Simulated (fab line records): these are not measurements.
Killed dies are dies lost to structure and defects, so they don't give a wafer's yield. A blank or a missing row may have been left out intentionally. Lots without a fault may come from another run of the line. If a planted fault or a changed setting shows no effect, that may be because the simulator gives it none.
A lot that was struck, set against a sound lot	flow berkeley cmos170	27 out of 331 route steps
Sound: wafers L683.1, L683.4, L683.6. The struck wafers were L693.1, L693.4, L693.6. The cause is named last.
Each step with rows lists, per side, the tool, then ch with its chambers, then its first start. Under that, the readings that differ: sound wafers	struck wafers	difference of the means	sigmas: that difference in standard deviations of wafers without a fault.
alike: a reading whose means differ by less than 2 such deviations, as well as words and numbers matching on both sides. not compared: withheld readings; readings where some wafer has no value; bounds like >300 that might hide an equal value; numbers whose values overlap and for which the record gives no deviation.
The two part at a step that has a row with sigmas, a row that says differs or no value, or rows on one side only. Numbers that have no deviation but don't overlap get no sigmas and don't part them. A reading that every wafer of one side lacks parts them only if that side has two wafers or more.

UCB170_SPACER_THK_MEAS_01:
  sound on film metro-04, day 8 23:34; struck on film metro-04, day 10 22:34
  alike: SPACER_TEOS_THK
then, 1 step without rows for these wafers: UCB170_SPACER_ANNEAL_02 (time 1800 s).
UCB170_SPACER_ETCHBACK_03: etches SiO2 in CHF3/CF4/Ar, stops on Si, target depth 376 nm, time 100 s.
  sound on rie diel-02 ch 1,2,3, day 9 04:44; struck on rie diel-04 ch 1,3, day 11 02:59
  alike: drypump motor current A, oes product au, throttle valve pct
  not compared: rf hours counter h
then, 6 steps without rows for these wafers: UCB170_PSD_HMDS_00 (prime time 60 s); UCB170_PSD_COAT_01 (resist thk 900 nm); UCB170_PSD_SOFTBAKE_02 (time 60 s); UCB170_PSD_EXPOSE_03 (exposes mask PSELECT MOD, target cd 1200 nm); UCB170_PSD_PEB_04; UCB170_PSD_DEVELOP_05 (develop time 45 s).
UCB170_PSD_CD_MEAS_06: target cd 1200 nm.
  sound on cd sem-01, day 9 06:19; struck on cd sem-02, day 11 04:23
  alike: cd nm
UCB170_PSD_OVL_MEAS_07:
  sound on overlay-01, day 9 06:26; struck on overlay-02, day 11 04:30
  alike: PSD_OVL
next, for these wafers, 1 step has no rows: UCB170_PSD_IMPLANT_08.
UCB170_PSD_STRIP_09: strips in O2.
  sound on plasma asher-02 ch 0, day 9 06:37; struck on plasma asher-02 ch 0,1, day 11 04:41
reading	sound	struck	difference	sigmas
oes product au (a.u.)	0.597 0.598 0.598	0.438 0.428 0.442	-0.162	-39
strip time to endpoint s (s)	29.30 29.43 29.44	- - -	no value on the struck wafers	
model.KrF_of_PSD_COAT_01.thk nm (nm)	0 0 0	691.3 691.7 689.7	+690.9	
  alike: drypump motor current A
  not compared: rf hours counter h
UCB170_PSD_TW_MEAS_10:
  sound on film metro-02, day 9 06:43; struck on film metro-02, day 11 04:47
  alike: PSD_TW
then, 7 steps without rows for these wafers: UCB170_PSD_CLEAN_11 (cleans in SPM, time 600 s); UCB170_NSD_HMDS_00 (prime time 60 s); UCB170_NSD_COAT_01 (resist thk 900 nm); UCB170_NSD_SOFTBAKE_02 (time 60 s); UCB170_NSD_EXPOSE_03 (exposes mask NSELECT MOD, target cd 1200 nm); UCB170_NSD_PEB_04; UCB170_NSD_DEVELOP_05 (develop time 45 s).
UCB170_NSD_CD_MEAS_06: target cd 1200 nm.
  sound on cd sem-02, day 9 10:38; struck on cd sem-02, day 11 10:02
reading	sound	struck	difference	sigmas
cd nm (nm)	1202.3 1199.6 1201.8	1196.8 1197.8 1197.9	-3.7	-2
UCB170_NSD_OVL_MEAS_07:
  sound on overlay-02, day 9 10:45; struck on overlay-02, day 11 10:10
reading	sound	struck	difference	sigmas
NSD_OVL (nm)	-4 0 -5	11 9 7	+12	+2
next, for these wafers, 1 step has no rows: UCB170_NSD_IMPLANT_08.
UCB170_NSD_STRIP_09: strips in O2.
  sound on plasma asher-02 ch 0,1, day 9 10:56; struck on plasma asher-03 ch 0,1, day 11 10:21
reading	sound	struck	difference	sigmas
oes product au (a.u.)	0.533 0.539 0.530	0.608 0.610 0.613	+0.076	+17
strip time to endpoint s (s)	36.02 35.89 36.01	56.23 56.15 56.16	+20.21	+99 or more
  alike: drypump motor current A
  not compared: rf hours counter h
UCB170_NSD_TW_MEAS_10:
  sound on film metro-02, day 9 11:02; struck on film metro-02, day 11 10:41
reading	sound	struck	difference	sigmas
NSD_TW	4137 4135 4148	30 30 30	-4110	-99 or more
  not compared: hold
UCB170_M3_PROBE_99:
  sound wafers here have rows in the record (prober-01, day 10 17:03); struck ones have none

WHERE THEY PART
At UCB170_PSD_STRIP_09 first; at UCB170_M3_PROBE_99 last (within this record only).

WHY: whatever the simulator had introduced
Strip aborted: plasma asher-02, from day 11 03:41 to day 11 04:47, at UCB170_PSD_STRIP_09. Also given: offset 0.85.
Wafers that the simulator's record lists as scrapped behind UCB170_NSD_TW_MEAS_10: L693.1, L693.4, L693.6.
